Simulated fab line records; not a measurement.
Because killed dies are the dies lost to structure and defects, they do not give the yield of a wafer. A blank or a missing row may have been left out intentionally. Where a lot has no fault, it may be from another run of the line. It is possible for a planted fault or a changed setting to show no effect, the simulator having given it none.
Which tool did it? -- flow berkeley-cmos170 -- 14 lots, 42 wafers sampled, at 2 steps of a route of 331

## WHAT EACH GAUGE READ, for each wafer
UCB170_SDANNEAL_RS_MEAS_05: uses a four-point probe to measure. Usual: NLDD_RS typically reads 616.6 ohm/sq, with standard deviation 1.4.
lot,measured,on,NLDD_RS (ohm/sq),flag
L246,day 7 03:47,film-metro-02,617.0 614.8 613.8,
L245,day 7 03:56,film-metro-03,615.3 618.5 618.4,
L249,day 8 06:02,film-metro-03,613.8 617.1 616.1,
L248,day 8 05:43,film-metro-02,617.7 618.5 618.4,
L250,day 8 06:02,film-metro-04,617.3 617.6 616.7,
L253,day 8 18:07,film-metro-02,615.8 614.5 615.6,
L251,day 8 17:49,film-metro-04,615.6 615.5 614.7,
L258,day 9 20:09,film-metro-03,619.0 618.5 620.7,
L256,day 9 20:37,film-metro-04,606.3 605.1 604.2,OFF
L263,day 10 08:41,film-metro-03,614.9 615.4 615.5,
L262,day 10 08:43,film-metro-04,615.9 616.3 615.3,
L261,day 10 08:49,film-metro-02,604.7 604.2 603.2,OFF
L264,day 11 01:06,film-metro-02,616.2 616.2 616.8,
L267,day 11 21:53,film-metro-03,616.3 616.1 619.0,

## EACH LOT AND THE TOOL THAT RAN IT (in order: tool; ch and the chambers of the sampled wafers; start)
lot,UCB170_NLDD_IMPLANT_08
L246,"implanter-04 ch 0, day 6 17:18"
L245,"implanter-01 ch 0, day 6 17:38"
L249,"implanter-01 ch 0, day 7 14:26"
L248,"implanter-02 ch 0, day 7 15:04"
L250,"implanter-04 ch 0, day 7 20:49"
L253,"implanter-01 ch 0, day 8 07:40"
L251,"implanter-04 ch 0, day 8 08:25"
L258,"implanter-04 ch 0, day 9 06:47"
L256,"implanter-02 ch 0, day 9 07:04"
L263,"implanter-01 ch 0, day 9 18:46"
L262,"implanter-01 ch 0, day 9 19:22"
L261,"implanter-02 ch 0, day 9 19:37"
L264,"implanter-01 ch 0, day 10 11:24"
L267,"implanter-01 ch 0, day 11 11:45"
- UCB170_NLDD_IMPLANT_08

## AS READ BY THE TOOLS THEMSELVES (means over the sampled wafers that have a number; for cases with no such wafer, the mark the record gives instead)
UCB170_NLDD_IMPLANT_08. Usual: tilt-deg 6.998 degrees, standard deviation 0.018.
lot,tool,tilt-deg (degrees),flag
L246,implanter-04,6.981,
L245,implanter-01,6.993,
L249,implanter-01,7.005,
L248,implanter-02,7.006,
L250,implanter-04,7.024,
L253,implanter-01,6.977,
L251,implanter-04,7.004,
L258,implanter-04,7.006,
L256,implanter-02,5.320,OFF
L263,implanter-01,7.001,
L262,implanter-01,7.012,
L261,implanter-02,5.290,OFF
L264,implanter-01,7.007,
L267,implanter-01,6.973,

## THE ANSWER, worked out from the rows above alone
Rule: lot off if the mean of its wafers having a number is beyond 3 standard deviations from the usual mean. A lot without any number at a reading at which 4 lots or more have one is off too. All remaining lots with rows at the step are treated as sound. Order of review: gauges by route order, followed by the tools' own readings, for which a lot's mean as printed above is used. The first step at which some lot is off is used, and at that step the reading that is off furthest; a lot without a number counts as furthest.
Off: L256, L261, seen at UCB170_SDANNEAL_RS_MEAS_05 (NLDD_RS).
If a tool, at a process step before that reading, ran all the lots that are off and no sound lot after the first of them, it fits. The gauges at UCB170_SDANNEAL_RS_MEAS_05 aren't tried: what is off there is off at UCB170_NLDD_IMPLANT_08 too, on other tools, and a gauge's error can't cause that. One candidate fits, namely implanter-02 at UCB170_NLDD_IMPLANT_08. Its last sound lot is L248 (day 7 15:04), its first lot that is off L256 (day 9 07:04): a fault that began between those two fits.
The tool's own readings at UCB170_NLDD_IMPLANT_08 bear it out: on the lots that are off they differ by more than 5 times the standard deviation of the sound lots' means. tilt-deg reads 5.305 degrees there against 6.999 degrees on the sound lots.

## WHAT THE SIMULATOR HAD PUT IN
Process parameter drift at UCB170_NLDD_IMPLANT_08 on implanter-02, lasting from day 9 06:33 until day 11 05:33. Setting tilt-deg, moved by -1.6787, from 7. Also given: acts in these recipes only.
Shown lots that were struck: L256, L261. The same result came from the rule above.
